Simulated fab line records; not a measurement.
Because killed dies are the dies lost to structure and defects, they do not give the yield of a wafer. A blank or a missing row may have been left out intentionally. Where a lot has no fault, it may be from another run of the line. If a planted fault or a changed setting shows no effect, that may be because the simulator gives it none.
Which of the tools did it? / flow berkeley cmos170 / 14 lots with 42 wafers sampled at 5 steps, on a route of 331 steps

## WHAT THE GAUGES SHOWED, per wafer
UCB170_NSD_CD_MEAS_06: target cd 1200 nm.
lot=L488; measured=day 7 00:09; on=cd sem-01; cd nm (nm)=1199.3 1198.6 1198.3
lot=L490; measured=day 7 00:12; on=cd sem-02; cd nm (nm)=1200.4 1200.9 1199.6
lot=L489; measured=day 7 00:23; on=cd sem-02; cd nm (nm)=1201.1 1201.1 1200.9
lot=L491; measured=day 7 04:46; on=cd sem-01; cd nm (nm)=1198.2 1199.6 1198.8
lot=L493; measured=day 7 12:35; on=cd sem-01; cd nm (nm)=1201.8 1201.5 1201.8
lot=L494; measured=day 7 21:17; on=cd sem-01; cd nm (nm)=1201.6 1201.4 1202.5
lot=L495; measured=day 7 22:07; on=cd sem-02; cd nm (nm)=1198.9 1200.2 1199.1
lot=L501; measured=day 9 08:49; on=cd sem-01; cd nm (nm)=1199.5 1201.3 1200.2
lot=L504; measured=day 9 16:04; on=cd sem-01; cd nm (nm)=1199.9 1199.0 1198.8
lot=L502; measured=day 9 16:43; on=cd sem-02; cd nm (nm)=1201.7 1200.0 1200.5
lot=L508; measured=day 10 14:30; on=cd sem-02; cd nm (nm)=1198.7 1198.4 1199.7
lot=L510; measured=day 10 16:44; on=cd sem-01; cd nm (nm)=1201.0 1201.0 1200.1
lot=L509; measured=day 10 17:10; on=cd sem-02; cd nm (nm)=1195.9 1197.4 1196.1
lot=L511; measured=day 11 03:07; on=cd sem-02; cd nm (nm)=1199.9 1200.4 1198.9

UCB170_CONTACT_THK_MEAS_02.
lot=L488; measured=day 7 04:26; on=film metro-03; CONTACT_PSG_THK (nm)=702 703 701
lot=L490; measured=day 7 05:04; on=film metro-03; CONTACT_PSG_THK (nm)=699 698 700
lot=L489; measured=day 7 05:04; on=film metro-02; CONTACT_PSG_THK (nm)=713 714 718
lot=L491; measured=day 7 09:04; on=film metro-01; CONTACT_PSG_THK (nm)=696 703 697
lot=L493; measured=day 7 17:17; on=film metro-01; CONTACT_PSG_THK (nm)=696 698 696
lot=L494; measured=day 8 04:13; on=film metro-01; CONTACT_PSG_THK (nm)=697 696 691
lot=L495; measured=day 8 04:13; on=film metro-03; CONTACT_PSG_THK (nm)=691 693 699
lot=L501; measured=day 9 14:06; on=film metro-01; CONTACT_PSG_THK (nm)=699 701 706
lot=L504; measured=day 9 21:50; on=film metro-01; CONTACT_PSG_THK (nm)=674 678 679
lot=L502; measured=day 9 21:50; on=film metro-03; CONTACT_PSG_THK (nm)=679 684 685
lot=L508; measured=day 10 20:53; on=film metro-01; CONTACT_PSG_THK (nm)=698 698 695
lot=L510; measured=day 10 22:40; on=film metro-02; CONTACT_PSG_THK (nm)=689 692 687
lot=L509; measured=day 10 22:41; on=film metro-01; CONTACT_PSG_THK (nm)=686 685 681
lot=L511; measured=day 11 09:41; on=film metro-01; CONTACT_PSG_THK (nm)=697 703 701

UCB170_V1_CD_MEAS_90: target cd 700 nm.
lot=L488; measured=day 7 14:39; on=cd sem-02; cd nm (nm)=699.4 698.6 699.0
lot=L490; measured=day 7 14:44; on=cd sem-01; cd nm (nm)=698.3 698.1 697.2
lot=L489; measured=day 7 14:59; on=cd sem-02; cd nm (nm)=699.4 699.6 702.4
lot=L491; measured=day 7 21:58; on=cd sem-01; cd nm (nm)=701.1 699.8 702.7
lot=L493; measured=day 8 08:01; on=cd sem-01; cd nm (nm)=699.7 698.8 700.8
lot=L494; measured=day 8 16:05; on=cd sem-01; cd nm (nm)=701.5 700.0 699.1
lot=L495; measured=day 8 16:05; on=cd sem-02; cd nm (nm)=698.9 699.5 702.8
lot=L501; measured=day 10 03:11; on=cd sem-02; cd nm (nm)=699.4 698.6 700.0
lot=L504; measured=day 10 11:53; on=cd sem-02; cd nm (nm)=700.4 700.6 699.6
lot=L502; measured=day 10 11:22; on=cd sem-01; cd nm (nm)=700.6 700.5 702.5
lot=L508; measured=day 11 10:25; on=cd sem-02; cd nm (nm)=701.8 702.4 704.4
lot=L510; measured=day 11 11:11; on=cd sem-02; cd nm (nm)=699.7 700.4 699.8
lot=L509; measured=day 11 11:01; on=cd sem-02; cd nm (nm)=702.9 701.9 701.9
lot=L511; measured=day 11 23:26; on=cd sem-02; cd nm (nm)=703.0 702.0 702.1

## TOOL THAT RAN EACH LOT (tool first, then ch and the chambers of the sampled wafers, then the start)
lot=L488; UCB170_SDANNEAL_RTA_01=rtp anneal-01 ch 0, day 7 01:34; UCB170_CONTACT_CVD_01=lpcvd-02 ch 0, day 7 02:38
lot=L490; UCB170_SDANNEAL_RTA_01=rtp anneal-01 ch 0, day 7 01:44; UCB170_CONTACT_CVD_01=lpcvd-01 ch 0, day 7 03:16
lot=L489; UCB170_SDANNEAL_RTA_01=rtp anneal-01 ch 0, day 7 01:59; UCB170_CONTACT_CVD_01=lpcvd-01 ch 1, day 7 03:16
lot=L491; UCB170_SDANNEAL_RTA_01=rtp anneal-01 ch 0, day 7 06:12; UCB170_CONTACT_CVD_01=lpcvd-02 ch 1, day 7 07:17
lot=L493; UCB170_SDANNEAL_RTA_01=rtp anneal-02 ch 0, day 7 14:21; UCB170_CONTACT_CVD_01=lpcvd-01 ch 0, day 7 15:29
lot=L494; UCB170_SDANNEAL_RTA_01=rtp anneal-02 ch 0, day 7 23:15; UCB170_CONTACT_CVD_01=lpcvd-02 ch 1, day 8 02:25
lot=L495; UCB170_SDANNEAL_RTA_01=rtp anneal-01 ch 0, day 7 23:45; UCB170_CONTACT_CVD_01=lpcvd-02 ch 1, day 8 02:25
lot=L501; UCB170_SDANNEAL_RTA_01=rtp anneal-02 ch 0, day 9 11:13; UCB170_CONTACT_CVD_01=lpcvd-02 ch 0, day 9 12:17
lot=L504; UCB170_SDANNEAL_RTA_01=rtp anneal-01 ch 0, day 9 17:41; UCB170_CONTACT_CVD_01=lpcvd-01 ch 1, day 9 20:02
lot=L502; UCB170_SDANNEAL_RTA_01=rtp anneal-02 ch 0, day 9 18:25; UCB170_CONTACT_CVD_01=lpcvd-01 ch 1, day 9 20:02
lot=L508; UCB170_SDANNEAL_RTA_01=rtp anneal-02 ch 0, day 10 16:34; UCB170_CONTACT_CVD_01=lpcvd-02 ch 1, day 10 19:06
lot=L510; UCB170_SDANNEAL_RTA_01=rtp anneal-01 ch 0, day 10 18:27; UCB170_CONTACT_CVD_01=lpcvd-02 ch 1, day 10 20:53
lot=L509; UCB170_SDANNEAL_RTA_01=rtp anneal-02 ch 0, day 10 18:55; UCB170_CONTACT_CVD_01=lpcvd-02 ch 0, day 10 20:53
lot=L511; UCB170_SDANNEAL_RTA_01=rtp anneal-01 ch 0, day 11 05:04; UCB170_CONTACT_CVD_01=lpcvd-02 ch 1, day 11 07:54
- UCB170_SDANNEAL_RTA_01: time 5 s.
- UCB170_CONTACT_CVD_01: deposits PSG from SiH4/O2/PH3, target thk 700 nm, time 2820 s.

## AS READ BY THE TOOLS THEMSELVES (means over the sampled wafers that have a number; for cases with no such wafer, the mark the record gives instead)
UCB170_SDANNEAL_RTA_01.
lot=L488; tool=rtp anneal-01; lamp power pct (%)=32.6; wafer_temp_C_max=1053.7
lot=L490; tool=rtp anneal-01; lamp power pct (%)=32.6; wafer_temp_C_max=1052.4
lot=L489; tool=rtp anneal-01; lamp power pct (%)=32.6; wafer_temp_C_max=1053.8
lot=L491; tool=rtp anneal-01; lamp power pct (%)=32.6; wafer_temp_C_max=1054.0
lot=L493; tool=rtp anneal-02; lamp power pct (%)=38.5; wafer_temp_C_max=1054.4
lot=L494; tool=rtp anneal-02; lamp power pct (%)=38.4; wafer_temp_C_max=1054.7
lot=L495; tool=rtp anneal-01; lamp power pct (%)=32.6; wafer_temp_C_max=1054.1
lot=L501; tool=rtp anneal-02; lamp power pct (%)=38.5; wafer_temp_C_max=1055.0
lot=L504; tool=rtp anneal-01; lamp power pct (%)=32.6; wafer_temp_C_max=1053.8
lot=L502; tool=rtp anneal-02; lamp power pct (%)=38.5; wafer_temp_C_max=1053.1
lot=L508; tool=rtp anneal-02; lamp power pct (%)=38.5; wafer_temp_C_max=1053.9
lot=L510; tool=rtp anneal-01; lamp power pct (%)=32.6; wafer_temp_C_max=1052.8
lot=L509; tool=rtp anneal-02; lamp power pct (%)=38.5; wafer_temp_C_max=1054.1
lot=L511; tool=rtp anneal-01; lamp power pct (%)=32.6; wafer_temp_C_max=1054.2

UCB170_CONTACT_CVD_01.
lot=L488; tool=lpcvd-02; ph3 flow sccm (sccm)=25.05; spike tc centre C (C)=452.0
lot=L490; tool=lpcvd-01; ph3 flow sccm (sccm)=25.16; spike tc centre C (C)=454.5
lot=L489; tool=lpcvd-01; ph3 flow sccm (sccm)=24.91; spike tc centre C (C)=451.9
lot=L491; tool=lpcvd-02; ph3 flow sccm (sccm)=24.96; spike tc centre C (C)=451.8
lot=L493; tool=lpcvd-01; ph3 flow sccm (sccm)=24.96; spike tc centre C (C)=454.8
lot=L494; tool=lpcvd-02; ph3 flow sccm (sccm)=25.01; spike tc centre C (C)=452.1
lot=L495; tool=lpcvd-02; ph3 flow sccm (sccm)=24.98; spike tc centre C (C)=451.2
lot=L501; tool=lpcvd-02; ph3 flow sccm (sccm)=24.98; spike tc centre C (C)=451.8
lot=L504; tool=lpcvd-01; ph3 flow sccm (sccm)=19.96; spike tc centre C (C)=452.1
lot=L502; tool=lpcvd-01; ph3 flow sccm (sccm)=20.07; spike tc centre C (C)=452.3
lot=L508; tool=lpcvd-02; ph3 flow sccm (sccm)=25.03; spike tc centre C (C)=451.8
lot=L510; tool=lpcvd-02; ph3 flow sccm (sccm)=25.05; spike tc centre C (C)=451.7
lot=L509; tool=lpcvd-02; ph3 flow sccm (sccm)=25.00; spike tc centre C (C)=452.0
lot=L511; tool=lpcvd-02; ph3 flow sccm (sccm)=25.04; spike tc centre C (C)=451.4

## THE ANSWER, worked out from the rows above alone
Rule: the lots themselves supply what counts as usual. The widest of any qualifying gaps counts: lots, ordered by their means at a reading, are off when they make up no more than a third of the lots, leave a main group of 4 or more, and stand apart from it by 3 or more times the standard deviation of that group's means. The tables above print the reading to a certain number of digits; a main group whose means all agree to those digits is not used. Also off: a lot with no number at a reading for which 4 or more lots have one. Any other lot the step has rows for is counted as sound. Order of review: gauges by route order, followed by the tools' own readings, for which a lot's mean as printed above is used. The first step at which some lot is off is used, and at that step the reading that is off furthest; a lot without a number counts as furthest.
Off, at UCB170_CONTACT_CVD_01 on ph3 flow sccm: L504, L502. The main group: mean 25.01 sccm, standard deviation 0.06.
If a tool, at that step or one of the process steps before it, ran each lot that is off and ran no sound lot following the first of them, it fits. One fits: UCB170_CONTACT_CVD_01 on lpcvd-01. Its last sound lot is L493 (day 7 15:29), its first lot that is off L502 (day 9 20:02): a fault that began between those two fits.
The tool's own readings at UCB170_CONTACT_CVD_01 bear it out: on the lots that are off they differ by more than 5 times the standard deviation of the sound lots' means. ph3 flow sccm reads 20.02 sccm there against 25.01 sccm on the sound lots.

## WHAT THE SIMULATOR PUT IN
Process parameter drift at UCB170_CONTACT_CVD_01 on lpcvd-01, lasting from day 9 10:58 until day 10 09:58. Setting ph3 flow sccm shifted by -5 from 25.
Lots struck among those shown: L504, L502. This agrees with what the rule above found.
